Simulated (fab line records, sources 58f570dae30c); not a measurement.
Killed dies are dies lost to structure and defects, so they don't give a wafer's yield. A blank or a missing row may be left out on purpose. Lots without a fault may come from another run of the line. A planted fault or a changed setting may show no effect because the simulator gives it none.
Which tool did it? | flow berkeley_cmos170 | 14 lots, 42 wafers sampled, at 5 steps of a route of 331

WHAT THE GAUGES READ, wafer by wafer
UCB170_PWELL_TW_MEAS_17. Usual: PWELL_TW 383, standard deviation 3.8.
lot  | measured    | on            | PWELL_TW    | flag
L584 | day 4 00:14 | film_metro-03 | 318 316 317 | OFF
L585 | day 4 06:02 | film_metro-04 | 327 326 326 | OFF
L589 | day 5 16:48 | film_metro-02 | 380 379 380 |
L592 | day 5 20:08 | film_metro-02 | 379 380 377 |
L591 | day 5 20:53 | film_metro-03 | 381 381 382 |
L594 | day 6 08:44 | film_metro-04 | 388 387 387 |
L593 | day 6 09:01 | film_metro-03 | 381 381 380 |
L595 | day 6 09:25 | film_metro-02 | 379 378 381 |
L597 | day 6 15:05 | film_metro-02 | 379 376 379 |
L599 | day 6 22:08 | film_metro-04 | 386 388 388 |
L601 | day 7 06:14 | film_metro-02 | 380 378 381 |
L600 | day 7 06:29 | film_metro-02 | 379 381 379 |
L603 | day 7 16:52 | film_metro-04 | 387 385 387 |
L602 | day 7 18:37 | film_metro-04 | 386 387 387 |

UCB170_PSD_CD_MEAS_06: target cd 1200 nm. Usual: cd_nm 1199.9 nm, standard deviation 1.4.
lot  | measured     | on        | cd_nm (nm)           | flag
L584 | day 8 05:17  | cd_sem-02 | 1199.0 1199.3 1199.3 |
L585 | day 8 05:26  | cd_sem-02 | 1199.4 1201.5 1200.6 |
L589 | day 9 13:59  | cd_sem-02 | 1199.0 1198.7 1199.3 |
L592 | day 9 13:31  | cd_sem-02 | 1204.5 1203.3 1203.0 |
L591 | day 9 13:37  | cd_sem-02 | 1200.4 1199.4 1200.4 |
L594 | day 9 23:01  | cd_sem-01 | 1197.8 1199.4 1200.0 |
L593 | day 9 22:42  | cd_sem-01 | 1200.5 1199.7 1198.5 |
L595 | day 9 23:41  | cd_sem-02 | 1201.3 1200.1 1198.5 |
L597 | day 9 23:27  | cd_sem-01 | 1199.7 1200.2 1199.5 |
L599 | day 10 18:41 | cd_sem-01 | 1199.6 1200.0 1198.4 |
L601 | day 11 07:52 | cd_sem-02 | 1199.1 1198.2 1199.2 |
L600 | day 11 07:34 | cd_sem-02 | 1198.7 1198.9 1198.5 |
L603 | day 11 08:11 | cd_sem-01 | 1197.9 1198.9 1198.2 |
L602 | day 11 11:49 | cd_sem-01 | 1200.5 1199.2 1199.0 |

UCB170_V1_CD_MEAS_12: target cd 700 nm. Usual: cd_nm 700.1 nm, standard deviation 1.5.
lot  | measured     | on        | cd_nm (nm)        | flag
L584 | day 9 01:31  | cd_sem-01 | 698.6 698.8 697.8 |
L585 | day 9 07:16  | cd_sem-01 | 700.9 699.4 699.3 |
L589 | day 10 12:10 | cd_sem-01 | 697.6 698.5 699.2 |
L592 | day 10 11:26 | cd_sem-01 | 697.7 697.8 697.9 |
L591 | day 10 11:07 | cd_sem-02 | 701.5 701.8 701.8 |
L594 | day 11 00:32 | cd_sem-01 | 701.1 700.9 701.0 |
L593 | day 11 00:00 | cd_sem-02 | 700.3 700.0 701.3 |
L595 | day 11 01:43 | cd_sem-01 | 699.7 700.9 699.9 |
L597 | day 11 02:06 | cd_sem-01 | 699.2 699.5 698.5 |
L599 | day 12 01:01 | cd_sem-02 | 698.1 697.3 697.8 |
L601 | day 12 05:37 | cd_sem-01 | 702.1 702.7 701.4 |
L600 | day 12 01:23 | cd_sem-02 | 700.0 700.7 701.0 |
L603 | day 12 05:27 | cd_sem-01 | 700.8 699.6 700.3 |
L602 | day 12 11:28 | cd_sem-02 | 700.8 700.7 700.9 |

UCB170_V2_CD_MEAS_12: target cd 700 nm. Usual: cd_nm 700.0 nm, standard deviation 1.3.
lot  | measured     | on        | cd_nm (nm)        | flag
L585 | day 9 12:56  | cd_sem-02 | 703.3 701.0 700.9 |
L589 | day 11 00:47 | cd_sem-02 | 700.7 702.0 701.4 |
L592 | day 11 00:06 | cd_sem-01 | 699.3 701.4 701.9 |
L591 | day 10 20:00 | cd_sem-02 | 700.1 698.9 698.3 |
L594 | day 11 08:56 | cd_sem-02 | 701.7 701.6 703.8 |
L593 | day 11 07:51 | cd_sem-01 | 700.4 699.7 700.6 |
L595 | day 11 09:11 | cd_sem-01 | 698.1 700.1 698.6 |
L597 | day 11 09:57 | cd_sem-01 | 700.3 698.0 697.0 |
L599 | day 12 06:07 | cd_sem-02 | 700.1 699.2 700.9 |
L601 | day 12 12:47 | cd_sem-02 | 698.0 697.6 697.4 |
L600 | day 12 07:10 | cd_sem-01 | 701.8 700.1 700.5 |
L603 | day 12 12:17 | cd_sem-02 | 699.7 700.2 700.8 |
L602 | day 12 22:40 | cd_sem-01 | 700.8 702.1 701.6 |

WHICH TOOL RAN EACH LOT (tool, then ch and the chambers of the sampled wafers, then the start)
lot  | UCB170_PWELL_IMPLANT_15
L584 | implanter-04 ch 0, day 3 23:59
L585 | implanter-04 ch 0, day 4 05:47
L589 | implanter-01 ch 0, day 5 16:34
L592 | implanter-02 ch 0, day 5 19:55
L591 | implanter-01 ch 0, day 5 20:38
L594 | implanter-02 ch 0, day 6 08:29
L593 | implanter-01 ch 0, day 6 08:47
L595 | implanter-02 ch 0, day 6 09:10
L597 | implanter-01 ch 0, day 6 14:52
L599 | implanter-02 ch 0, day 6 21:53
L601 | implanter-02 ch 0, day 7 06:01
L600 | implanter-04 ch 0, day 7 06:15
L603 | implanter-04 ch 0, day 7 16:37
L602 | implanter-02 ch 0, day 7 18:22
- UCB170_PWELL_IMPLANT_15

WHAT THE TOOLS THEMSELVES READ (means of the sampled wafers that have a number; where no wafer has one, the mark that the record gives instead)
UCB170_PWELL_IMPLANT_15. Usual: dose_ions_cm2 5e+12, standard deviation 5.3e+09; end_station_pressure_torr 4.98e-06 Torr, standard deviation 2.3e-07; faraday_current_uA 15.8, standard deviation 0.32.
lot  | tool         | dose_ions_cm2 | end_station_pressure_torr (Torr) | faraday_current_uA | flag
L584 | implanter-04 | 3e+12         | 5.07e-06                         | 8.8                | OFF
L585 | implanter-04 | 3e+12         | 4.79e-06                         | 8.5                | OFF
L589 | implanter-01 | 5e+12         | 5.16e-06                         | 15.8               |
L592 | implanter-02 | 5e+12         | 5.13e-06                         | 16.1               |
L591 | implanter-01 | 5e+12         | 5.14e-06                         | 15.7               |
L594 | implanter-02 | 5e+12         | 5.13e-06                         | 15.8               |
L593 | implanter-01 | 5e+12         | 4.93e-06                         | 15.6               |
L595 | implanter-02 | 5e+12         | 5.13e-06                         | 15.8               |
L597 | implanter-01 | 5e+12         | 4.89e-06                         | 15.9               |
L599 | implanter-02 | 5e+12         | 4.80e-06                         | 15.7               |
L601 | implanter-02 | 5e+12         | 4.91e-06                         | 16.2               |
L600 | implanter-04 | 5e+12         | 5.13e-06                         | 15.9               |
L603 | implanter-04 | 5e+12         | 5.25e-06                         | 15.9               |
L602 | implanter-02 | 5e+12         | 5.13e-06                         | 15.7               |

THE ANSWER, worked out from the rows above alone
Rule: a lot is off if the mean of its wafers that have a number lies more than 3 standard deviations from the usual mean. A lot without any number at a reading at which 4 lots or more have one is off too. The other lots that the step has rows for count as sound. The gauges are gone through in route order, then the tools' own readings, and for those a lot's mean is taken as printed above. The first step at which some lot is off is used, and at that step the reading that is off furthest; a lot without a number counts as furthest.
Off: L584, L585, at UCB170_PWELL_TW_MEAS_17 (PWELL_TW).
A tool fits if, at a process step before that reading, it ran every lot that is off, and no sound lot after the first of them. The gauges at UCB170_PWELL_TW_MEAS_17 aren't tried: what is off there is off at UCB170_PWELL_IMPLANT_15 too, on other tools, and a gauge's error can't cause that. None of those tried fits.

WHAT THE SIMULATOR HAD PUT IN
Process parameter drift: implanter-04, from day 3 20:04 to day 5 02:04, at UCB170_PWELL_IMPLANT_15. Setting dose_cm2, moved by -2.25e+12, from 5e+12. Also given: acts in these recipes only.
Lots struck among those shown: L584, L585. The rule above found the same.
